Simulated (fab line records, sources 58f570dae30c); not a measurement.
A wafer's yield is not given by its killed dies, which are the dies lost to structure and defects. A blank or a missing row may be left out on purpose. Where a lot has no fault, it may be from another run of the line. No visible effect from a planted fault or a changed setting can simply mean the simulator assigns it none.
Split-lot trial | flow berkeley_cmos170 | 5 lots, 23 wafers read, on a route of 331 steps

== THE SPLIT ITSELF ==
At UCB170_V1_ETCH_14 (etches SiO2 in CHF3/CF4/Ar, stops on Al, target depth 1250 nm, time 291 s), the setting time_s was moved away from the recipe's 291 s on 11 of the 23 wafers read, by +10.6% to +14.7%. For the rest of the wafers, this setting stayed at what the recipe calls for.

Reading taken at the split's own step.

== THE READING ==
KrF_of_V1_COAT_07.thk_nm (the simulator's own value, which no gauge read), in nm, at UCB170_V1_ETCH_14 (etches SiO2 in CHF3/CF4/Ar, stops on Al, target depth 1250 nm, time 291 s). There is no usual value for it anywhere in the file. The 12 wafers here that ran the recipe average 609.5 nm, standard deviation 3.9 nm.

wafer  | tool, chamber at the split | time_s as run, s | against the recipe | KrF_of_V1_COAT_07.thk_nm, nm | against lot-mates on the recipe
L078.1 | rie_diel-02, 3             | 291              | recipe             | 605.9                        | -
L078.2 | rie_diel-02, 1             | 291              | recipe             | 604.1                        | -
L078.4 | rie_diel-02, 3             | 291              | recipe             | 607                          | -
L079.2 | rie_diel-01, 0             | 332.3            | +14.2%             | 563.2                        | -44.5
L079.3 | rie_diel-01, 2             | 291              | recipe             | 605.6                        | -
L079.4 | rie_diel-01, 1             | 332.3            | +14.2%             | 568                          | -39.7
L079.5 | rie_diel-01, 0             | 332.3            | +14.2%             | 564.2                        | -43.5
L079.6 | rie_diel-01, 3             | 291              | recipe             | 609.7                        | -
L081.1 | rie_diel-02, 0             | 291              | recipe             | 616.6                        | -
L081.2 | rie_diel-02, 2             | 291              | recipe             | 614.1                        | -
L081.4 | rie_diel-02, 0             | 333.9            | +14.7%             | 578.1                        | -37.2
L081.5 | rie_diel-02, 2             | 333.9            | +14.7%             | 573.5                        | -41.9
L081.6 | rie_diel-02, 3             | 333.9            | +14.7%             | 565.6                        | -49.8
L082.2 | rie_diel-04, 3             | 291              | recipe             | 607                          | -
L082.3 | rie_diel-04, 1             | 291              | recipe             | 606                          | -
L082.4 | rie_diel-04, 2             | 321.9            | +10.6%             | 576.6                        | -31.9
L082.5 | rie_diel-04, 0             | 291              | recipe             | 612.5                        | -
L082.6 | rie_diel-04, 1             | 321.9            | +10.6%             | 580.9                        | -27.6
L084.1 | rie_diel-02, 0             | 291              | recipe             | 613.2                        | -
L084.2 | rie_diel-02, 2             | 291              | recipe             | 612.7                        | -
L084.3 | rie_diel-02, 3             | 329.5            | +13.2%             | 565.6                        | -47.4
L084.4 | rie_diel-02, 0             | 329.5            | +13.2%             | 581.3                        | -31.7
L084.6 | rie_diel-02, 2             | 329.5            | +13.2%             | 574.9                        | -38.1

FIT RESULTS
A straight line over all 23 wafers: KrF_of_V1_COAT_07.thk_nm changes by -2.79 nm for each +1% of time_s; r = -0.97; the points scatter about the line by 5.1 nm.
The same after taking each lot's own level away (the mean of its wafers on the recipe; 23 wafers): -2.94 nm for each +1%; r = -0.99; scatter 3.6 nm.
That fit puts the effect of the largest move of time_s on the reading at 43 nm.
The lots' own levels span 605.67 to 615.35 nm, that is 2.5 times the standard deviation above.
So the lot-to-lot level changes the slope little: the two slopes agree.
Check: -44 nm against its lot-mates is what the line predicts for one of the wafers moved furthest among these (+14.7%) when that wafer is left out of the fit. Against them it came out at -37.2 nm.

== ADDITIONAL SPLITS CARRIED BY THESE WAFERS ==
These wafers also went through other splits before the reading. Each is held against what the fit with the lots' levels taken away leaves over:
other split on the same wafers  | wafers away from the commonest value | r with KrF_of_V1_COAT_07.thk_nm (lot level and that fit taken away)
UCB170_NLDD_IMPLANT_09 dose_cm2 | 4                                    | +0.48
UCB170_PSD_EXPOSE_03 dose_mj    | 10                                   | +0.32
UCB170_PSD_IMPLANT_08 dose_cm2  | 6                                    | +0.32
UCB170_NSD_IMPLANT_08 dose_cm2  | 4                                    | +0.00
UCB170_V1_CVD_00 time_s         | 10                                   | +0.30

== THE WHOLE CHAIN: every reading that the file lists as answering this split, in the file's order ==
step               | what it does                                                              | reading                                                                   | change (the file's fit)              | r (the file's)
UCB170_V1_ETCH_14  | etches SiO2 in CHF3/CF4/Ar, stops on Al, target depth 1250 nm, time 291 s | KrF_of_V1_COAT_07.thk_nm (the simulator's own value, which no gauge read) | -2.93 nm for each +1% of the setting | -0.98
UCB170_V1_STRIP_15 | strips in O2                                                              | strip_time_to_endpoint_s                                                  | withheld for each +1% of the setting | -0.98

== FILE'S OWN FIT ==
KrF_of_V1_COAT_07.thk_nm changes by -2.93 nm for each +1% of time_s, r = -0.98.
